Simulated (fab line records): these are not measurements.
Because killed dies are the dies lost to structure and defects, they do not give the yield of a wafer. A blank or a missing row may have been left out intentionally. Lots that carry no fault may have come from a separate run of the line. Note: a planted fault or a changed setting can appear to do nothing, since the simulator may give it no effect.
The tool behind it: which one? / flow berkeley_cmos170 / Sampling: 16 lots, 48 wafers, 4 of 331 route steps

== WHAT THE GAUGES SHOWED, per wafer ==
UCB170_NVT_OVL_MEAS_06. Usual: for NVT_OVL the level is 3 nm and the standard deviation is 6.3.
lot=L699; measured=day 6 12:14; on=overlay-01; NVT_OVL (nm)=6 3 4; flag=
lot=L700; measured=day 6 12:22; on=overlay-01; NVT_OVL (nm)=12 0 7; flag=
lot=L702; measured=day 7 02:20; on=overlay-01; NVT_OVL (nm)=-2 -4 -5; flag=
lot=L703; measured=day 7 02:38; on=overlay-02; NVT_OVL (nm)=2 -4 -9; flag=
lot=L705; measured=day 7 14:42; on=overlay-01; NVT_OVL (nm)=11 19 5; flag=
lot=L708; measured=day 7 22:50; on=overlay-01; NVT_OVL (nm)=7 3 -1; flag=
lot=L709; measured=day 7 23:06; on=overlay-02; NVT_OVL (nm)=-5 -3 -1; flag=
lot=L706; measured=day 7 23:08; on=overlay-01; NVT_OVL (nm)=2 -2 -1; flag=
lot=L707; measured=day 7 23:22; on=overlay-02; NVT_OVL (nm)=-5 -4 2; flag=
lot=L713; measured=day 9 10:43; on=overlay-01; NVT_OVL (nm)=0 11 -5; flag=
lot=L716; measured=day 10 10:57; on=overlay-01; NVT_OVL (nm)=2 5 3; flag=
lot=L717; measured=day 10 11:19; on=overlay-01; NVT_OVL (nm)=6 5 5; flag=
lot=L720; measured=day 11 00:53; on=overlay-02; NVT_OVL (nm)=15 12 7; flag=
lot=L721; measured=day 11 01:03; on=overlay-02; NVT_OVL (nm)=3 -2 5; flag=
lot=L719; measured=day 11 01:09; on=overlay-02; NVT_OVL (nm)=6 5 8; flag=
lot=L722; measured=day 11 12:59; on=overlay-02; NVT_OVL (nm)=-8 -1 -10; flag=

UCB170_GATE_THK_MEAS_05. Usual: for GATE_POLY_THK the level is 214.1 nm and the standard deviation is 2.1.
lot=L699; measured=day 7 05:26; on=film_metro-03; GATE_POLY_THK (nm)=216.2 216.8 216.6; flag=
lot=L700; measured=day 7 05:26; on=film_metro-02; GATE_POLY_THK (nm)=213.3 214.5 215.6; flag=
lot=L702; measured=day 7 19:59; on=film_metro-03; GATE_POLY_THK (nm)=211.7 209.9 210.1; flag=
lot=L703; measured=day 7 20:01; on=film_metro-02; GATE_POLY_THK (nm)=210.2 213.1 211.6; flag=
lot=L705; measured=day 8 05:42; on=film_metro-01; GATE_POLY_THK (nm)=216.5 217.3 215.4; flag=
lot=L708; measured=day 8 14:41; on=film_metro-03; GATE_POLY_THK (nm)=124.2 123.3 123.7; flag=OFF
lot=L709; measured=day 8 14:43; on=film_metro-02; GATE_POLY_THK (nm)=121.1 120.4 122.4; flag=OFF
lot=L706; measured=day 8 14:44; on=film_metro-03; GATE_POLY_THK (nm)=121.9 121.1 124.5; flag=OFF
lot=L707; measured=day 8 14:46; on=film_metro-02; GATE_POLY_THK (nm)=121.7 121.2 120.6; flag=OFF
lot=L713; measured=day 10 02:52; on=film_metro-02; GATE_POLY_THK (nm)=215.8 216.5 214.2; flag=
lot=L716; measured=day 11 03:10; on=film_metro-03; GATE_POLY_THK (nm)=214.5 215.1 213.2; flag=
lot=L717; measured=day 11 03:10; on=film_metro-02; GATE_POLY_THK (nm)=211.6 212.7 213.7; flag=
lot=L720; measured=day 11 20:39; on=film_metro-02; GATE_POLY_THK (nm)=212.0 213.6 213.6; flag=
lot=L721; measured=day 11 20:35; on=film_metro-02; GATE_POLY_THK (nm)=214.9 216.2 217.0; flag=
lot=L719; measured=day 11 20:35; on=film_metro-01; GATE_POLY_THK (nm)=210.5 210.6 210.2; flag=
lot=L722; measured=day 12 02:51; on=film_metro-03; GATE_POLY_THK (nm)=215.0 213.8 215.1; flag=

UCB170_GATE_CD_MEAS_12: the cd target is 350 nm. Usual: 350.0 nm for cd_nm, sd 1.2.
lot=L699; measured=day 7 07:12; on=cd_sem-01; cd_nm (nm)=349.6 351.0 349.8; flag=
lot=L700; measured=day 7 07:16; on=cd_sem-02; cd_nm (nm)=349.6 350.3 349.8; flag=
lot=L702; measured=day 7 21:16; on=cd_sem-02; cd_nm (nm)=351.6 350.7 350.8; flag=
lot=L703; measured=day 7 21:35; on=cd_sem-02; cd_nm (nm)=348.7 350.1 351.0; flag=
lot=L705; measured=day 8 06:50; on=cd_sem-02; cd_nm (nm)=348.7 349.0 349.8; flag=
lot=L708; measured=day 8 15:50; on=cd_sem-01; cd_nm (nm)=352.4 350.5 351.5; flag=
lot=L709; measured=day 8 15:55; on=cd_sem-01; cd_nm (nm)=349.8 349.5 350.3; flag=
lot=L706; measured=day 8 16:10; on=cd_sem-01; cd_nm (nm)=347.2 348.8 348.4; flag=
lot=L707; measured=day 8 16:31; on=cd_sem-01; cd_nm (nm)=352.6 351.7 350.8; flag=
lot=L713; measured=day 10 03:56; on=cd_sem-02; cd_nm (nm)=350.4 349.4 349.1; flag=
lot=L716; measured=day 11 04:12; on=cd_sem-02; cd_nm (nm)=351.1 349.8 350.5; flag=
lot=L717; measured=day 11 04:31; on=cd_sem-01; cd_nm (nm)=348.6 349.1 350.0; flag=
lot=L720; measured=day 11 21:52; on=cd_sem-01; cd_nm (nm)=348.6 348.5 350.6; flag=
lot=L721; measured=day 11 21:29; on=cd_sem-01; cd_nm (nm)=347.8 349.4 349.2; flag=
lot=L719; measured=day 11 21:44; on=cd_sem-01; cd_nm (nm)=350.3 350.5 351.4; flag=
lot=L722; measured=day 12 04:30; on=cd_sem-02; cd_nm (nm)=350.0 351.2 350.2; flag=

== TOOL THAT RAN EACH LOT (tool first, then ch and the chambers of the sampled wafers, then the start) ==
lot=L699; UCB170_GATE_CVD_04=lpcvd-02 ch 0, day 7 04:02
lot=L700; UCB170_GATE_CVD_04=lpcvd-02 ch 1, day 7 04:02
lot=L702; UCB170_GATE_CVD_04=lpcvd-01 ch 0, day 7 17:53
lot=L703; UCB170_GATE_CVD_04=lpcvd-01 ch 1, day 7 17:53
lot=L705; UCB170_GATE_CVD_04=lpcvd-02 ch 1, day 8 04:18
lot=L708; UCB170_GATE_CVD_04=lpcvd-01 ch 1, day 8 12:34
lot=L709; UCB170_GATE_CVD_04=lpcvd-01 ch 1, day 8 12:34
lot=L706; UCB170_GATE_CVD_04=lpcvd-01 ch 1, day 8 12:34
lot=L707; UCB170_GATE_CVD_04=lpcvd-01 ch 1, day 8 12:34
lot=L713; UCB170_GATE_CVD_04=lpcvd-02 ch 1, day 10 01:28
lot=L716; UCB170_GATE_CVD_04=lpcvd-01 ch 0, day 11 01:45
lot=L717; UCB170_GATE_CVD_04=lpcvd-01 ch 0, day 11 01:45
lot=L720; UCB170_GATE_CVD_04=lpcvd-01 ch 1, day 11 19:11
lot=L721; UCB170_GATE_CVD_04=lpcvd-01 ch 0, day 11 19:11
lot=L719; UCB170_GATE_CVD_04=lpcvd-01 ch 0, day 11 19:11
lot=L722; UCB170_GATE_CVD_04=lpcvd-02 ch 1, day 12 01:26
- UCB170_GATE_CVD_04: deposits poly-Si from SiH4, time 1440 s, target thk 214 nm.

== WHAT THE TOOLS THEMSELVES READ (means of the sampled wafers that have a number; where no wafer has one, the mark that the record gives instead) ==
UCB170_GATE_CVD_04. Usual: 629 C for spike_tc_source_C, sd 4.1.
lot=L699; tool=lpcvd-02; spike_tc_source_C (C)=633; flag=
lot=L700; tool=lpcvd-02; spike_tc_source_C (C)=625; flag=
lot=L702; tool=lpcvd-01; spike_tc_source_C (C)=632; flag=
lot=L703; tool=lpcvd-01; spike_tc_source_C (C)=626; flag=
lot=L705; tool=lpcvd-02; spike_tc_source_C (C)=623; flag=
lot=L708; tool=lpcvd-01; spike_tc_source_C (C)=626; flag=
lot=L709; tool=lpcvd-01; spike_tc_source_C (C)=625; flag=
lot=L706; tool=lpcvd-01; spike_tc_source_C (C)=626; flag=
lot=L707; tool=lpcvd-01; spike_tc_source_C (C)=626; flag=
lot=L713; tool=lpcvd-02; spike_tc_source_C (C)=624; flag=
lot=L716; tool=lpcvd-01; spike_tc_source_C (C)=632; flag=
lot=L717; tool=lpcvd-01; spike_tc_source_C (C)=632; flag=
lot=L720; tool=lpcvd-01; spike_tc_source_C (C)=627; flag=
lot=L721; tool=lpcvd-01; spike_tc_source_C (C)=633; flag=
lot=L719; tool=lpcvd-01; spike_tc_source_C (C)=632; flag=
lot=L722; tool=lpcvd-02; spike_tc_source_C (C)=624; flag=

== THE ANSWER, worked out from the rows above alone ==
Rule: take the mean of a lot's wafers that have a number; if it is more than 3 standard deviations from the usual mean, the lot is off. Also off: a lot with no number at a reading for which 4 or more lots have one. Where the step has rows for the other lots, those lots are counted as sound. First the gauges in route order, then the tools' own readings, where a lot's mean is used as printed above. At the first step where some lot is off, the reading lying furthest off is the one used; lots without a number count as furthest.
Off: L708, L709, L706, L707, seen at UCB170_GATE_THK_MEAS_05 (GATE_POLY_THK).
If a tool, at a process step before that reading, ran all the lots that are off and no sound lot after the first of them, it fits. Gauges at UCB170_GATE_THK_MEAS_05: tried the same way as those tools. No candidate that was tried fits.

== WHAT WAS PUT IN BY THE SIMULATOR ==
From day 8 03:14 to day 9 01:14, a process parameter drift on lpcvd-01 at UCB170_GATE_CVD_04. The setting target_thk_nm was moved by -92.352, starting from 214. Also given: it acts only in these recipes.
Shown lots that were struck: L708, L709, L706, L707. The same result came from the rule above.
